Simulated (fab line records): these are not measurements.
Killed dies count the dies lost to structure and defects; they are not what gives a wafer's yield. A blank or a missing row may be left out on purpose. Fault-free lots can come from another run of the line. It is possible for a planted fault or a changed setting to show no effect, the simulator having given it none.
Check of tool commonality :: flow berkeley-cmos170 :: Sampled: 14 lots, 48 wafers

REASON FOR OPENING
On 2 of the 14 lots, a flag is raised at UCB170_M2_CD_MEAS_15 on the reading cd-nm. No-fault wafers: 699.8 nm, standard deviation 1.2.
Rule: a lot gets a flag if all its wafers with a number sit over 4 standard deviations from that mean, or if no wafer of it has a number. The rest of the lots are taken to be sound.

lot: L172
measured: day 8 19:46
on: cd-sem-01
cd-nm (nm), wafer by wafer: 699.3 700.2 701.5
flag: 

lot: L171
measured: day 9 01:06
on: cd-sem-01
cd-nm (nm), wafer by wafer: 699.1 698.3 699.1
flag: 

lot: L174
measured: day 9 15:39
on: cd-sem-01
cd-nm (nm), wafer by wafer: 700.9 700.7 701.5
flag: 

lot: L173
measured: day 9 17:43
on: cd-sem-01
cd-nm (nm), wafer by wafer: 699.7 698.7 698.8
flag: 

lot: L175
measured: day 9 18:02
on: cd-sem-02
cd-nm (nm), wafer by wafer: 698.9 699.6 699.3
flag: 

lot: L178
measured: day 10 06:50
on: cd-sem-01
cd-nm (nm), wafer by wafer: 702.2 702.9 701.1
flag: 

lot: L177
measured: day 10 07:17
on: cd-sem-01
cd-nm (nm), wafer by wafer: 700.6 698.8 700.7
flag: 

lot: L179
measured: day 10 13:06
on: cd-sem-01
cd-nm (nm), wafer by wafer: 700.0 698.1 700.6
flag: 

lot: L181
measured: day 10 19:44
on: cd-sem-01
cd-nm (nm), wafer by wafer: 700.3 700.0 700.2
flag: 

lot: L183
measured: day 11 07:08
on: cd-sem-01
cd-nm (nm), wafer by wafer: 698.7 699.3 701.6
flag: 

lot: L182
measured: day 11 07:26
on: cd-sem-02
cd-nm (nm), wafer by wafer: 701.2 701.3 702.0
flag: 

lot: L186
measured: day 11 23:25
on: cd-sem-02
cd-nm (nm), wafer by wafer: 688.9 690.9 689.2 688.8 691.4 688.9
flag: FLAGGED

lot: L188
measured: day 12 14:22
on: cd-sem-01
cd-nm (nm), wafer by wafer: 693.0 694.3 692.2 692.9 694.4 692.2
flag: FLAGGED

lot: L189
measured: day 12 14:39
on: cd-sem-01
cd-nm (nm), wafer by wafer: 698.9 698.3 697.9
flag: 
The mean of the flagged lots' numbers is 691.4 nm, -8.4 nm from the usual (-7 standard deviations).

LOT BY LOT: THE TOOL USED
Before the reading, the record contains 2 process steps out of a 331-step route. Cell contents, in order: the tool; ch with the chambers the sampled wafers went through; the start.
lot: L172
flag: 
UCB170_M1_ETCH_11: rie-diel-01 ch 1,2,3, day 8 10:01
UCB170_M2_EXPOSE_12: krf-scanner-01 ch 0, day 8 18:31

lot: L171
flag: 
UCB170_M1_ETCH_11: rie-diel-02 ch 1,3, day 8 13:11
UCB170_M2_EXPOSE_12: krf-scanner-01 ch 0, day 9 00:17

lot: L174
flag: 
UCB170_M1_ETCH_11: rie-diel-01 ch 1,2,3, day 9 08:35
UCB170_M2_EXPOSE_12: krf-scanner-01 ch 0, day 9 15:15

lot: L173
flag: 
UCB170_M1_ETCH_11: rie-diel-04 ch 0,1,3, day 9 08:37
UCB170_M2_EXPOSE_12: krf-scanner-02 ch 0, day 9 17:20

lot: L175
flag: 
UCB170_M1_ETCH_11: rie-diel-01 ch 1,2, day 9 08:46
UCB170_M2_EXPOSE_12: krf-scanner-01 ch 0, day 9 17:37

lot: L178
flag: 
UCB170_M1_ETCH_11: rie-diel-04 ch 0,1, day 9 22:39
UCB170_M2_EXPOSE_12: krf-scanner-01 ch 0, day 10 06:26

lot: L177
flag: 
UCB170_M1_ETCH_11: rie-diel-02 ch 0,1,2, day 9 23:52
UCB170_M2_EXPOSE_12: krf-scanner-01 ch 0, day 10 06:44

lot: L179
flag: 
UCB170_M1_ETCH_11: rie-diel-04 ch 0,1, day 10 05:20
UCB170_M2_EXPOSE_12: krf-scanner-01 ch 0, day 10 12:08

lot: L181
flag: 
UCB170_M1_ETCH_11: rie-diel-02 ch 1,2, day 10 11:09
UCB170_M2_EXPOSE_12: krf-scanner-02 ch 0, day 10 19:20

lot: L183
flag: 
UCB170_M1_ETCH_11: rie-diel-02 ch 0,3, day 10 23:55
UCB170_M2_EXPOSE_12: krf-scanner-01 ch 0, day 11 06:44

lot: L182
flag: 
UCB170_M1_ETCH_11: rie-diel-01 ch 2,3, day 11 00:26
UCB170_M2_EXPOSE_12: krf-scanner-02 ch 0, day 11 07:02

lot: L186
flag: FLAGGED
UCB170_M1_ETCH_11: rie-diel-02 ch 1,2,3, day 11 15:04
UCB170_M2_EXPOSE_12: krf-scanner-02 ch 0, day 11 22:55

lot: L188
flag: FLAGGED
UCB170_M1_ETCH_11: rie-diel-01 ch 0,2,3, day 12 01:17
UCB170_M2_EXPOSE_12: krf-scanner-02 ch 0, day 12 13:58

lot: L189
flag: 
UCB170_M1_ETCH_11: rie-diel-01 ch 0,3, day 12 02:13
UCB170_M2_EXPOSE_12: krf-scanner-01 ch 0, day 12 14:16
These steps, and what they do:
- UCB170_M1_ETCH_11: etches BARC in N2/H2.
- UCB170_M2_EXPOSE_12: exposes mask METAL2, target cd 700 nm.
- UCB170_M2_CD_MEAS_15: target cd 700 nm.

FLAGGED OVER TOTAL, TOOL BY TOOL (the gauges that took the reading come last)
step: UCB170_M1_ETCH_11
tool: rie-diel-01
lots run: 6
flagged: 1
share of the flagged lots: some
sound lots run after its first flagged lot: 1 (L189)

step: UCB170_M1_ETCH_11
tool: rie-diel-02
lots run: 5
flagged: 1
share of the flagged lots: some
sound lots run after its first flagged lot: 0

step: UCB170_M1_ETCH_11
tool: rie-diel-04
lots run: 3
flagged: 0
share of the flagged lots: none
sound lots run after its first flagged lot: -

step: UCB170_M2_EXPOSE_12
tool: krf-scanner-01
lots run: 9
flagged: 0
share of the flagged lots: none
sound lots run after its first flagged lot: -

step: UCB170_M2_EXPOSE_12
tool: krf-scanner-02
lots run: 5
flagged: 2
share of the flagged lots: all
sound lots run after its first flagged lot: 0

step: UCB170_M2_CD_MEAS_15
tool: cd-sem-01
lots run: 11
flagged: 1
share of the flagged lots: some
sound lots run after its first flagged lot: 1 (L189)

step: UCB170_M2_CD_MEAS_15
tool: cd-sem-02
lots run: 3
flagged: 1
share of the flagged lots: some
sound lots run after its first flagged lot: 0

WHAT THE TABLE PERMITS
All flagged lots share 1 row of the table, namely krf-scanner-02 at UCB170_M2_EXPOSE_12.
- krf-scanner-02 at UCB170_M2_EXPOSE_12 ran 5 lots, 2 of them flagged. Its last sound lot is L182 (day 11 07:02), its first flagged lot L186 (day 11 22:55): a fault that began between those two fits. Its own readings (exposure-dose-mJ-cm2) fall more than 4 standard deviations out on all wafers of the flagged lots.
What remains is a single tool, krf-scanner-02 at UCB170_M2_EXPOSE_12.

WHAT WAS PUT IN BY THE SIMULATOR
Scanner matching overlay: krf-scanner-02, from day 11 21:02 on, at UCB170_M2_EXPOSE_12. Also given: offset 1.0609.
Shown lots that were struck: L186, L188. The same result came from the rule above.
